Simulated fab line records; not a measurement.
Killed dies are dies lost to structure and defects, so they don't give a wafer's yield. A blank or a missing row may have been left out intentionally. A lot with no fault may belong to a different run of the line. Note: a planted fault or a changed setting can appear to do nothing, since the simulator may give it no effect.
Which tool did it? / flow berkeley_cmos170 / 14 lots with 42 wafers sampled at 6 steps, on a route of 331 steps

== WHAT THE GAUGES READ, wafer by wafer ==
UCB170_GATE_THK_MEAS_02. Usual: GATE_OXIDE_THK 6.55 nm, standard deviation 0.16.
lot=L968; measured=day 6 08:42; on=film_metro-02; GATE_OXIDE_THK (nm)=6.47 6.28 6.39; flag=
lot=L969; measured=day 7 07:57; on=film_metro-01; GATE_OXIDE_THK (nm)=6.45 6.40 6.45; flag=
lot=L971; measured=day 8 03:38; on=film_metro-02; GATE_OXIDE_THK (nm)=6.49 6.61 6.65; flag=
lot=L973; measured=day 8 03:38; on=film_metro-01; GATE_OXIDE_THK (nm)=6.45 6.51 6.47; flag=
lot=L970; measured=day 8 03:41; on=film_metro-03; GATE_OXIDE_THK (nm)=6.58 6.61 6.51; flag=
lot=L972; measured=day 8 04:43; on=film_metro-01; GATE_OXIDE_THK (nm)=6.85 6.80 6.79; flag=
lot=L974; measured=day 8 11:48; on=film_metro-01; GATE_OXIDE_THK (nm)=6.60 6.62 6.63; flag=
lot=L975; measured=day 8 11:48; on=film_metro-03; GATE_OXIDE_THK (nm)=6.93 6.77 6.84; flag=
lot=L976; measured=day 8 11:49; on=film_metro-02; GATE_OXIDE_THK (nm)=6.83 6.93 6.80; flag=
lot=L978; measured=day 8 19:35; on=film_metro-01; GATE_OXIDE_THK (nm)=6.43 6.37 6.33; flag=
lot=L985; measured=day 10 08:28; on=film_metro-01; GATE_OXIDE_THK (nm)=6.30 6.34 6.33; flag=
lot=L989; measured=day 11 00:00; on=film_metro-01; GATE_OXIDE_THK (nm)=6.61 6.61 6.64; flag=
lot=L987; measured=day 11 00:02; on=film_metro-01; GATE_OXIDE_THK (nm)=6.45 6.65 6.51; flag=
lot=L991; measured=day 11 14:56; on=film_metro-03; GATE_OXIDE_THK (nm)=6.50 6.59 6.58; flag=

UCB170_SPACER_THK_MEAS_01. Usual: SPACER_TEOS_THK 376 nm, standard deviation 5.8.
lot=L968; measured=day 6 22:43; on=film_metro-02; SPACER_TEOS_THK (nm)=373 368 375; flag=
lot=L969; measured=day 8 02:31; on=film_metro-02; SPACER_TEOS_THK (nm)=375 376 382; flag=
lot=L971; measured=day 8 17:17; on=film_metro-04; SPACER_TEOS_THK (nm)=366 376 374; flag=
lot=L973; measured=day 8 17:20; on=film_metro-04; SPACER_TEOS_THK (nm)=379 385 384; flag=
lot=L970; measured=day 8 17:16; on=film_metro-01; SPACER_TEOS_THK (nm)=378 377 388; flag=
lot=L972; measured=day 8 17:17; on=film_metro-02; SPACER_TEOS_THK (nm)=381 378 376; flag=
lot=L974; measured=day 9 00:34; on=film_metro-02; SPACER_TEOS_THK (nm)=369 369 379; flag=
lot=L975; measured=day 8 23:34; on=film_metro-04; SPACER_TEOS_THK (nm)=376 369 372; flag=
lot=L976; measured=day 9 00:19; on=film_metro-01; SPACER_TEOS_THK (nm)=379 381 383; flag=
lot=L978; measured=day 9 12:06; on=film_metro-04; SPACER_TEOS_THK (nm)=378 372 377; flag=
lot=L985; measured=day 10 22:34; on=film_metro-04; SPACER_TEOS_THK (nm)=568 559 577; flag=OFF
lot=L989; measured=day 11 13:10; on=film_metro-01; SPACER_TEOS_THK (nm)=371 375 374; flag=
lot=L987; measured=day 11 17:38; on=film_metro-04; SPACER_TEOS_THK (nm)=548 565 567; flag=OFF
lot=L991; measured=day 12 05:41; on=film_metro-02; SPACER_TEOS_THK (nm)=375 367 378; flag=

UCB170_PSD_TW_MEAS_10. Usual: PSD_TW 2304, standard deviation 10.
lot=L968; measured=day 7 05:30; on=film_metro-02; PSD_TW=2292 2285 2288; flag=
lot=L969; measured=day 8 08:01; on=film_metro-03; PSD_TW=2307 2302 2314; flag=
lot=L971; measured=day 8 23:59; on=film_metro-02; PSD_TW=2314 2295 2294; flag=
lot=L973; measured=day 8 23:59; on=film_metro-04; PSD_TW=2294 2293 2305; flag=
lot=L970; measured=day 9 00:16; on=film_metro-02; PSD_TW=2306 2294 2298; flag=
lot=L972; measured=day 9 00:28; on=film_metro-03; PSD_TW=2312 2310 2307; flag=
lot=L974; measured=day 9 06:53; on=film_metro-04; PSD_TW=2295 2320 2294; flag=
lot=L975; measured=day 9 06:43; on=film_metro-02; PSD_TW=2303 2295 2309; flag=
lot=L976; measured=day 9 06:37; on=film_metro-03; PSD_TW=2314 2288 2300; flag=
lot=L978; measured=day 9 18:49; on=film_metro-04; PSD_TW=2308 2302 2315; flag=
lot=L989; measured=day 11 22:43; on=film_metro-03; PSD_TW=2309 2310 2318; flag=
lot=L991; measured=day 12 19:19; on=film_metro-04; PSD_TW=2305 2311 2311; flag=

== TOOL THAT RAN EACH LOT (tool first, then ch and the chambers of the sampled wafers, then the start) ==
lot=L968; UCB170_PLDD_STRIP_10=plasma_asher-04 ch 0,1, day 6 18:49; UCB170_SPACER_CVD_00=pecvd-03 ch 0,2, day 6 22:40; UCB170_SPACER_ETCHBACK_03=rie_diel-04 ch 0,1,3, day 7 03:05
lot=L969; UCB170_PLDD_STRIP_10=plasma_asher-01 ch 0,1, day 7 21:44; UCB170_SPACER_CVD_00=pecvd-02 ch 0,1, day 8 02:28; UCB170_SPACER_ETCHBACK_03=rie_diel-03 ch 0,1, day 8 06:13
lot=L971; UCB170_PLDD_STRIP_10=plasma_asher-03 ch 0,1, day 8 12:37; UCB170_SPACER_CVD_00=pecvd-03 ch 0,1,2, day 8 17:14; UCB170_SPACER_ETCHBACK_03=rie_diel-02 ch 0,2,3, day 8 22:19
lot=L973; UCB170_PLDD_STRIP_10=plasma_asher-03 ch 0,1, day 8 13:19; UCB170_SPACER_CVD_00=pecvd-03 ch 0,1,2, day 8 17:16; UCB170_SPACER_ETCHBACK_03=rie_diel-03 ch 0,1,2, day 8 22:19
lot=L970; UCB170_PLDD_STRIP_10=plasma_asher-01 ch 0,1, day 8 12:53; UCB170_SPACER_CVD_00=pecvd-02 ch 1,2, day 8 17:14; UCB170_SPACER_ETCHBACK_03=rie_diel-04 ch 1,2,3, day 8 22:19
lot=L972; UCB170_PLDD_STRIP_10=plasma_asher-04 ch 0,1, day 8 13:10; UCB170_SPACER_CVD_00=pecvd-01 ch 0,1,2, day 8 17:14; UCB170_SPACER_ETCHBACK_03=rie_diel-02 ch 0,1,3, day 8 22:23
lot=L974; UCB170_PLDD_STRIP_10=plasma_asher-03 ch 0,1, day 8 21:59; UCB170_SPACER_CVD_00=pecvd-03 ch 0,1, day 9 00:31; UCB170_SPACER_ETCHBACK_03=rie_diel-04 ch 0,1,3, day 9 04:44
lot=L975; UCB170_PLDD_STRIP_10=plasma_asher-04 ch 0,1, day 8 21:26; UCB170_SPACER_CVD_00=pecvd-01 ch 0,1,2, day 8 23:31; UCB170_SPACER_ETCHBACK_03=rie_diel-02 ch 0,1, day 9 04:44
lot=L976; UCB170_PLDD_STRIP_10=plasma_asher-01 ch 0,1, day 8 21:31; UCB170_SPACER_CVD_00=pecvd-02 ch 0,1,2, day 9 00:16; UCB170_SPACER_ETCHBACK_03=rie_diel-03 ch 1,2,3, day 9 04:44
lot=L978; UCB170_PLDD_STRIP_10=plasma_asher-01 ch 0,1, day 9 05:19; UCB170_SPACER_CVD_00=pecvd-03 ch 0,1, day 9 12:02; UCB170_SPACER_ETCHBACK_03=rie_diel-02 ch 0,1,2, day 9 16:59
lot=L985; UCB170_PLDD_STRIP_10=plasma_asher-03 ch 0,1, day 10 20:23; UCB170_SPACER_CVD_00=pecvd-01 ch 1,2, day 10 22:31; UCB170_SPACER_ETCHBACK_03=rie_diel-04 ch 0,2, day 11 02:59
lot=L989; UCB170_PLDD_STRIP_10=plasma_asher-03 ch 0,1, day 11 11:04; UCB170_SPACER_CVD_00=pecvd-03 ch 1,2, day 11 13:05; UCB170_SPACER_ETCHBACK_03=rie_diel-03 ch 0,1,3, day 11 20:36
lot=L987; UCB170_PLDD_STRIP_10=plasma_asher-04 ch 0,1, day 11 12:02; UCB170_SPACER_CVD_00=pecvd-01 ch 1,2, day 11 17:33; UCB170_SPACER_ETCHBACK_03=rie_diel-03 ch 0,1,2, day 11 20:40
lot=L991; UCB170_PLDD_STRIP_10=plasma_asher-01 ch 0,1, day 12 02:50; UCB170_SPACER_CVD_00=pecvd-02 ch 0,1,2, day 12 05:38; UCB170_SPACER_ETCHBACK_03=rie_diel-03 ch 1,3, day 12 17:59
- UCB170_PLDD_STRIP_10: strips in O2.
- UCB170_SPACER_CVD_00: deposits SiO2 from TEOS/O2, target thk 376 nm, time 47 s.
- UCB170_SPACER_ETCHBACK_03: etches SiO2 in CHF3/CF4/Ar, stops on Si, target depth 376 nm, time 100 s.

== WHAT THE TOOLS THEMSELVES READ (means of the sampled wafers that have a number; where no wafer has one, the mark that the record gives instead) ==
UCB170_PLDD_STRIP_10. Usual: drypump_motor_current_A 5.67 A, standard deviation 0.075; oes_product_au 0.735 a.u., standard deviation 0.0048; strip_time_to_endpoint_s 21.64 s, standard deviation 0.057.
lot=L968; tool=plasma_asher-04; drypump_motor_current_A (A)=5.77; oes_product_au (a.u.)=0.737; strip_time_to_endpoint_s (s)=21.58; flag=
lot=L969; tool=plasma_asher-01; drypump_motor_current_A (A)=5.67; oes_product_au (a.u.)=0.735; strip_time_to_endpoint_s (s)=21.64; flag=
lot=L971; tool=plasma_asher-03; drypump_motor_current_A (A)=5.62; oes_product_au (a.u.)=0.736; strip_time_to_endpoint_s (s)=21.61; flag=
lot=L973; tool=plasma_asher-03; drypump_motor_current_A (A)=5.57; oes_product_au (a.u.)=0.733; strip_time_to_endpoint_s (s)=21.72; flag=
lot=L970; tool=plasma_asher-01; drypump_motor_current_A (A)=5.66; oes_product_au (a.u.)=0.739; strip_time_to_endpoint_s (s)=21.72; flag=
lot=L972; tool=plasma_asher-04; drypump_motor_current_A (A)=5.75; oes_product_au (a.u.)=0.727; strip_time_to_endpoint_s (s)=21.74; flag=
lot=L974; tool=plasma_asher-03; drypump_motor_current_A (A)=5.62; oes_product_au (a.u.)=0.736; strip_time_to_endpoint_s (s)=21.60; flag=
lot=L975; tool=plasma_asher-04; drypump_motor_current_A (A)=5.74; oes_product_au (a.u.)=0.735; strip_time_to_endpoint_s (s)=21.68; flag=
lot=L976; tool=plasma_asher-01; drypump_motor_current_A (A)=5.68; oes_product_au (a.u.)=0.729; strip_time_to_endpoint_s (s)=21.57; flag=
lot=L978; tool=plasma_asher-01; drypump_motor_current_A (A)=5.66; oes_product_au (a.u.)=0.730; strip_time_to_endpoint_s (s)=21.68; flag=
lot=L985; tool=plasma_asher-03; drypump_motor_current_A (A)=5.56; oes_product_au (a.u.)=0.730; strip_time_to_endpoint_s (s)=21.62; flag=
lot=L989; tool=plasma_asher-03; drypump_motor_current_A (A)=5.63; oes_product_au (a.u.)=0.736; strip_time_to_endpoint_s (s)=21.57; flag=
lot=L987; tool=plasma_asher-04; drypump_motor_current_A (A)=5.74; oes_product_au (a.u.)=0.734; strip_time_to_endpoint_s (s)=21.65; flag=
lot=L991; tool=plasma_asher-01; drypump_motor_current_A (A)=5.68; oes_product_au (a.u.)=0.736; strip_time_to_endpoint_s (s)=21.60; flag=

UCB170_SPACER_CVD_00. Usual: heater_power_w 276 W, standard deviation 67.
lot=L968; tool=pecvd-03; heater_power_w (W)=387; flag=
lot=L969; tool=pecvd-02; heater_power_w (W)=217; flag=
lot=L971; tool=pecvd-03; heater_power_w (W)=308; flag=
lot=L973; tool=pecvd-03; heater_power_w (W)=307; flag=
lot=L970; tool=pecvd-02; heater_power_w (W)=237; flag=
lot=L972; tool=pecvd-01; heater_power_w (W)=276; flag=
lot=L974; tool=pecvd-03; heater_power_w (W)=275; flag=
lot=L975; tool=pecvd-01; heater_power_w (W)=290; flag=
lot=L976; tool=pecvd-02; heater_power_w (W)=260; flag=
lot=L978; tool=pecvd-03; heater_power_w (W)=257; flag=
lot=L985; tool=pecvd-01; heater_power_w (W)=226; flag=
lot=L989; tool=pecvd-03; heater_power_w (W)=270; flag=
lot=L987; tool=pecvd-01; heater_power_w (W)=228; flag=
lot=L991; tool=pecvd-02; heater_power_w (W)=287; flag=

UCB170_SPACER_ETCHBACK_03. Usual: drypump_motor_current_A 5.6 A, standard deviation 0.33; oes_product_au 0.904 a.u., standard deviation 0.016; throttle_valve_pct 6.45 %, standard deviation 0.14.
lot=L968; tool=rie_diel-04; drypump_motor_current_A (A)=5.5; oes_product_au (a.u.)=0.898; throttle_valve_pct (%)=6.42; flag=
lot=L969; tool=rie_diel-03; drypump_motor_current_A (A)=5.5; oes_product_au (a.u.)=0.906; throttle_valve_pct (%)=6.61; flag=
lot=L971; tool=rie_diel-02; drypump_motor_current_A (A)=5.6; oes_product_au (a.u.)=0.889; throttle_valve_pct (%)=6.37; flag=
lot=L973; tool=rie_diel-03; drypump_motor_current_A (A)=5.7; oes_product_au (a.u.)=0.913; throttle_valve_pct (%)=6.61; flag=
lot=L970; tool=rie_diel-04; drypump_motor_current_A (A)=5.6; oes_product_au (a.u.)=0.914; throttle_valve_pct (%)=6.42; flag=
lot=L972; tool=rie_diel-02; drypump_motor_current_A (A)=5.6; oes_product_au (a.u.)=0.907; throttle_valve_pct (%)=6.35; flag=
lot=L974; tool=rie_diel-04; drypump_motor_current_A (A)=5.5; oes_product_au (a.u.)=0.901; throttle_valve_pct (%)=6.44; flag=
lot=L975; tool=rie_diel-02; drypump_motor_current_A (A)=5.3; oes_product_au (a.u.)=0.904; throttle_valve_pct (%)=6.33; flag=
lot=L976; tool=rie_diel-03; drypump_motor_current_A (A)=5.9; oes_product_au (a.u.)=0.914; throttle_valve_pct (%)=6.60; flag=
lot=L978; tool=rie_diel-02; drypump_motor_current_A (A)=5.3; oes_product_au (a.u.)=0.913; throttle_valve_pct (%)=6.35; flag=
lot=L985; tool=rie_diel-04; drypump_motor_current_A (A)=5.7; oes_product_au (a.u.)=1.003; throttle_valve_pct (%)=6.29; flag=OFF
lot=L989; tool=rie_diel-03; drypump_motor_current_A (A)=5.6; oes_product_au (a.u.)=0.894; throttle_valve_pct (%)=6.53; flag=
lot=L987; tool=rie_diel-03; drypump_motor_current_A (A)=5.7; oes_product_au (a.u.)=1.005; throttle_valve_pct (%)=6.61; flag=OFF
lot=L991; tool=rie_diel-03; drypump_motor_current_A (A)=5.8; oes_product_au (a.u.)=0.900; throttle_valve_pct (%)=6.53; flag=

== THE ANSWER, worked out from the rows above alone ==
Rule: a lot is off if the mean of its wafers that have a number lies more than 3 standard deviations from the usual mean. A lot without any number at a reading at which 4 lots or more have one is off too. Any other lot the step has rows for is counted as sound. Order of review: gauges by route order, followed by the tools' own readings, for which a lot's mean as printed above is used. The first step at which some lot is off is used, and at that step the reading that is off furthest; a lot without a number counts as furthest.
Off: L985, L987, seen at UCB170_SPACER_THK_MEAS_01 (SPACER_TEOS_THK).
If a tool, at a process step before that reading, ran all the lots that are off and no sound lot after the first of them, it fits. The gauges at UCB170_SPACER_THK_MEAS_01 aren't tried: what is off there is off at UCB170_SPACER_ETCHBACK_03 too, on other tools, and a gauge's error can't cause that. One fits: UCB170_SPACER_CVD_00 on pecvd-01. A fault onset in the window from L975 (day 8 23:31, its last sound lot) to L985 (day 10 22:31, its first lot off) fits.

== WHAT HAD BEEN PUT IN BY THE SIMULATOR ==
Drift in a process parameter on pecvd-01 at UCB170_SPACER_CVD_00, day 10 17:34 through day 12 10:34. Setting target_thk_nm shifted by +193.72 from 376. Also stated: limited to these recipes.
Shown lots that were struck: L985, L987. Same finding as the rule above.
